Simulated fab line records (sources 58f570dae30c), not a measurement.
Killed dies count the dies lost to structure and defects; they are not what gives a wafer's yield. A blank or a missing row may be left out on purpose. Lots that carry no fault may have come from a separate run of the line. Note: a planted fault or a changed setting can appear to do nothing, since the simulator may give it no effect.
What tool caused it?	flow berkeley_cmos170	15 lots, 45 wafers sampled, at 2 steps of a route of 331

WHAT EACH GAUGE READ, for each wafer
UCB170_V2_THK_MEAS_04.
lot	measured	on	V2_POLISHED_THK (nm)
L676	day 8 01:37	film_metro-03	1000.8 1000.4 1000.9
L674	day 8 01:53	film_metro-04	1004.1 1001.7 1000.6
L685	day 9 18:23	film_metro-03	1000.3 1001.6 999.8
L683	day 9 18:26	film_metro-04	1986.4 2024.6 2018.0
L684	day 9 18:41	film_metro-02	1995.6 1979.0 2018.7
L682	day 9 18:43	film_metro-03	2013.6 2008.0 2011.8
L686	day 9 18:59	film_metro-04	1001.0 1001.9 998.7
L687	day 10 14:58	film_metro-02	999.4 998.4 1001.6
L691	day 10 20:09	film_metro-04	998.1 1001.9 999.3
L693	day 11 01:00	film_metro-03	1000.3 1001.2 998.2
L694	day 11 03:35	film_metro-04	998.0 1000.1 999.4
L692	day 11 07:35	film_metro-03	998.5 999.8 1001.3
L695	day 11 21:43	film_metro-04	1002.0 1002.5 1000.3
L697	day 12 03:31	film_metro-02	998.1 1000.8 1001.7
L696	day 12 04:06	film_metro-02	1001.4 1002.4 1001.4

WHICH TOOL RAN EACH LOT (tool, then ch and the chambers of the sampled wafers, then the start)
lot	UCB170_V2_CMP_02
L676	cmp-02 ch 1,2,3, day 8 01:12
L674	cmp-01 ch 1,3, day 8 01:28
L685	cmp-01 ch 1,3, day 9 18:01
L683	cmp-02 ch 1,3, day 9 18:03
L684	cmp-01 ch 1,2, day 9 18:16
L682	cmp-02 ch 1,3, day 9 18:21
L686	cmp-01 ch 0,1,3, day 9 18:34
L687	cmp-01 ch 0,1,3, day 10 14:33
L691	cmp-01 ch 1,2, day 10 19:43
L693	cmp-01 ch 0,2,3, day 11 00:41
L694	cmp-01 ch 1,2,3, day 11 03:15
L692	cmp-01 ch 1,2,3, day 11 07:16
L695	cmp-01 ch 0,1,3, day 11 21:18
L697	cmp-01 ch 0,1,3, day 12 03:11
L696	cmp-01 ch 1,2, day 12 03:44
- UCB170_V2_CMP_02: polishes SiO2.

AS READ BY THE TOOLS THEMSELVES (means over the sampled wafers that have a number; for cases with no such wafer, the mark the record gives instead)
UCB170_V2_CMP_02.
lot	tool	edge_zone_pressure_frac	head_pressure_psi (psi)	motor_current_A (A)
L676	cmp-02	1.004	5.998	16.9
L674	cmp-01	1.005	6.002	17.8
L685	cmp-01	1.000	6.001	17.2
L683	cmp-02	-	-	-
L684	cmp-01	-	-	-
L682	cmp-02	-	-	-
L686	cmp-01	0.998	6.015	16.5
L687	cmp-01	0.997	6.001	16.2
L691	cmp-01	1.000	5.998	15.0
L693	cmp-01	0.999	6.001	17.8
L694	cmp-01	0.998	6.013	16.4
L692	cmp-01	0.996	6.001	17.0
L695	cmp-01	0.996	5.996	16.5
L697	cmp-01	0.997	5.997	16.5
L696	cmp-01	0.999	5.987	16.1

THE ANSWER, worked out from the rows above alone
Rule: what is usual is taken from the lots themselves. Put in order of their means at a reading, lots are off if they are a third of the lots or fewer, leave a main group of 4 or more, and stand apart from it by a gap of 3 or more times the standard deviation of the main group's means; of several such gaps the widest counts. Not used: any main group whose means are identical at the precision the tables above print for the reading. Also off: a lot with no number at a reading for which 4 or more lots have one. The other lots that the step has rows for count as sound. Order of review: gauges by route order, followed by the tools' own readings, for which a lot's mean as printed above is used. The first step at which some lot is off is used, and at that step the reading that is off furthest; a lot without a number counts as furthest.
Off: L683, L684, L682, at UCB170_V2_THK_MEAS_04 (V2_POLISHED_THK). For the main group the mean is 1000.5 nm and the standard deviation 0.87.
A tool fits if, at a process step before that reading, it ran every lot that is off, and no sound lot after the first of them. The gauges at UCB170_V2_THK_MEAS_04 aren't tried: what is off there is off at UCB170_V2_CMP_02 too, on other tools, and a gauge's error can't cause that. Of those tried, none fits.

WHAT THE SIMULATOR HAD PUT IN
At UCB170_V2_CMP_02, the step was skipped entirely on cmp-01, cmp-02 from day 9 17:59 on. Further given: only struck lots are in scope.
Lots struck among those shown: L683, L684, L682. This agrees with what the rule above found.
